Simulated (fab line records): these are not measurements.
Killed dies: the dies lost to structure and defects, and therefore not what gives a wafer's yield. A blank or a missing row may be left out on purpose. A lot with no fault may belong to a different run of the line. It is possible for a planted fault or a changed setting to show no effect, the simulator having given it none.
Which of the tools did it? :: flow berkeley_cmos170 :: at 1 step of a route of 331, 15 lots with 45 wafers sampled

== WHAT EACH GAUGE READ, for each wafer ==
UCB170_FIELD_THK_MEAS_90.
lot: L756
measured: day 5 20:57
on: film_metro-02
FIELD_OXIDE_LEFT_1_THK (nm): 432 433 418

lot: L755
measured: day 5 20:58
on: film_metro-03
FIELD_OXIDE_LEFT_1_THK (nm): 444 443 444

lot: L757
measured: day 5 20:58
on: film_metro-04
FIELD_OXIDE_LEFT_1_THK (nm): 431 424 432

lot: L758
measured: day 5 21:02
on: film_metro-03
FIELD_OXIDE_LEFT_1_THK (nm): 439 443 435

lot: L760
measured: day 6 13:33
on: film_metro-04
FIELD_OXIDE_LEFT_1_THK (nm): 450 442 441

lot: L762
measured: day 7 08:17
on: film_metro-04
FIELD_OXIDE_LEFT_1_THK (nm): 447 446 452

lot: L767
measured: day 7 20:10
on: film_metro-02
FIELD_OXIDE_LEFT_1_THK (nm): 430 435 434

lot: L768
measured: day 8 14:40
on: film_metro-02
FIELD_OXIDE_LEFT_1_THK (nm): 437 444 451

lot: L764
measured: day 8 14:42
on: film_metro-03
FIELD_OXIDE_LEFT_1_THK (nm): 461 460 445

lot: L769
measured: day 8 21:41
on: film_metro-02
FIELD_OXIDE_LEFT_1_THK (nm): 437 444 438

lot: L773
measured: day 9 11:49
on: film_metro-04
FIELD_OXIDE_LEFT_1_THK (nm): 438 431 439

lot: L777
measured: day 10 07:07
on: film_metro-04
FIELD_OXIDE_LEFT_1_THK (nm): 433 439 437

lot: L775
measured: day 10 07:07
on: film_metro-03
FIELD_OXIDE_LEFT_1_THK (nm): 431 441 435

lot: L774
measured: day 10 07:11
on: film_metro-04
FIELD_OXIDE_LEFT_1_THK (nm): 428 440 442

lot: L778
measured: day 10 20:58
on: film_metro-02
FIELD_OXIDE_LEFT_1_THK (nm): 451 451 447

== EACH LOT AND THE TOOL THAT RAN IT (in order: tool; ch and the chambers of the sampled wafers; start) ==
No process step before these readings appears in the record.

== WHAT THE TOOLS THEMSELVES READ (means of the sampled wafers that have a number; where no wafer has one, the mark that the record gives instead) ==
The record holds no such reading with a usual standard deviation.

== THE ANSWER, worked out from the rows above alone ==
Rule: the lots themselves supply what counts as usual. Put in order of their means at a reading, lots are off if they are a third of the lots or fewer, leave a main group of 4 or more, and stand apart from it by a gap of 3 or more times the standard deviation of the main group's means; of several such gaps the widest counts. The tables above print the reading to a certain number of digits; a main group whose means all agree to those digits is not used. A lot without any number at a reading at which 4 lots or more have one is off too. All remaining lots with rows at the step are treated as sound. After the gauges, taken in route order, come the tools' own readings; for these a lot's mean is taken, as printed above. The first step at which some lot is off is used, and at that step the reading that is off furthest; a lot without a number counts as furthest.
Across all readings shown, no lot is off: no conclusion can be drawn from this.

== WHAT THE SIMULATOR PUT IN ==
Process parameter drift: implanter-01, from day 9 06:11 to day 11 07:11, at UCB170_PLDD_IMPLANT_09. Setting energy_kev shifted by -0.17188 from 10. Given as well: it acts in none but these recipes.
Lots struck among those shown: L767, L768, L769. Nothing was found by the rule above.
